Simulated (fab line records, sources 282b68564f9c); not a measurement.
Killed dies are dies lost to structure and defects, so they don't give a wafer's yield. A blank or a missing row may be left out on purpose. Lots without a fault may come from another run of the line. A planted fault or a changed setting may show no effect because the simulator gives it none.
A struck lot beside a sound one | flow rit_cmos | 14 steps out of a route of 202
Sound: wafers L829.1, L829.2, L829.6. Struck: wafers L835.3, L835.4, L835.6. The cause comes at the end.
At each step with rows: each side's tool, then ch and its chambers, then its first start. Under that, the readings that differ: sound wafers | struck wafers | difference of the means | sigmas: that difference in standard deviations of wafers without a fault.
alike: readings whose means differ by less than 2 such deviations, and words and numbers that are the same on both sides. not compared: withheld readings, readings that some wafer has no value for, bounds like >300 that may hide the same value, and numbers for which the record gives no deviation and whose values overlap.
The two part at a step that has a row with sigmas, a row that says differs or no value, or rows on one side only. Numbers that don't overlap but have no deviation are shown without sigmas and don't part them. A reading that every wafer of one side lacks parts them only if that side has two wafers or more.

first, 4 steps without rows for these wafers: RIT_NLDD_SOFTBAKE_02 (time 60 s); RIT_NLDD_EXPOSE_03 (exposes mask M7, target cd 40700 nm); RIT_NLDD_PEB_04; RIT_NLDD_DEVELOP_05 (develop time 50 s).
RIT_NLDD_OVL_MEAS_06:
  sound on overlay-01, day 4 14:57; struck on overlay-01, day 5 22:37
  alike: NLDD_OVL
then, 2 steps without rows for these wafers: RIT_NLDD_HARDBAKE_07 (time 60 s); RIT_NLDD_IMPLANT_08.
RIT_NLDD_STRIP_09: strips in O2, time 180 s.
  sound on plasma_asher-03 ch 0,1, day 4 15:20; struck on plasma_asher-03 ch 0,1, day 5 23:01
  alike: drypump_motor_current_A
  not compared: rf_hours_counter_h
RIT_NLDD_TW_MEAS_10:
  sound on film_metro-02, day 4 15:30; struck on film_metro-01, day 5 23:08
  alike: NLDD_TW
then, 3 steps without rows for these wafers: RIT_PLDD_HMDS_00 (prime time 60 s); RIT_PLDD_COAT_01 (resist thk 1000 nm); RIT_PLDD_SOFTBAKE_02 (time 60 s).
RIT_PLDD_EXPOSE_03: exposes mask M8, target cd 40900 nm.
  sound on iline_stepper-02 ch 0, day 4 16:01; struck on iline_stepper-02, day 5 23:48
  no value came back on the struck wafers for exposure_dose_mJ_cm2, focus_offset_nm (nm), na; on the sound wafers exposure_dose_mJ_cm2 reads 249.98 250.08 250.06
  alike: mask
then, 1 step without rows for these wafers: RIT_PLDD_PEB_04.

WHERE THEY PART
Only at RIT_PLDD_EXPOSE_03, within this record.

WHY: what the simulator had put in
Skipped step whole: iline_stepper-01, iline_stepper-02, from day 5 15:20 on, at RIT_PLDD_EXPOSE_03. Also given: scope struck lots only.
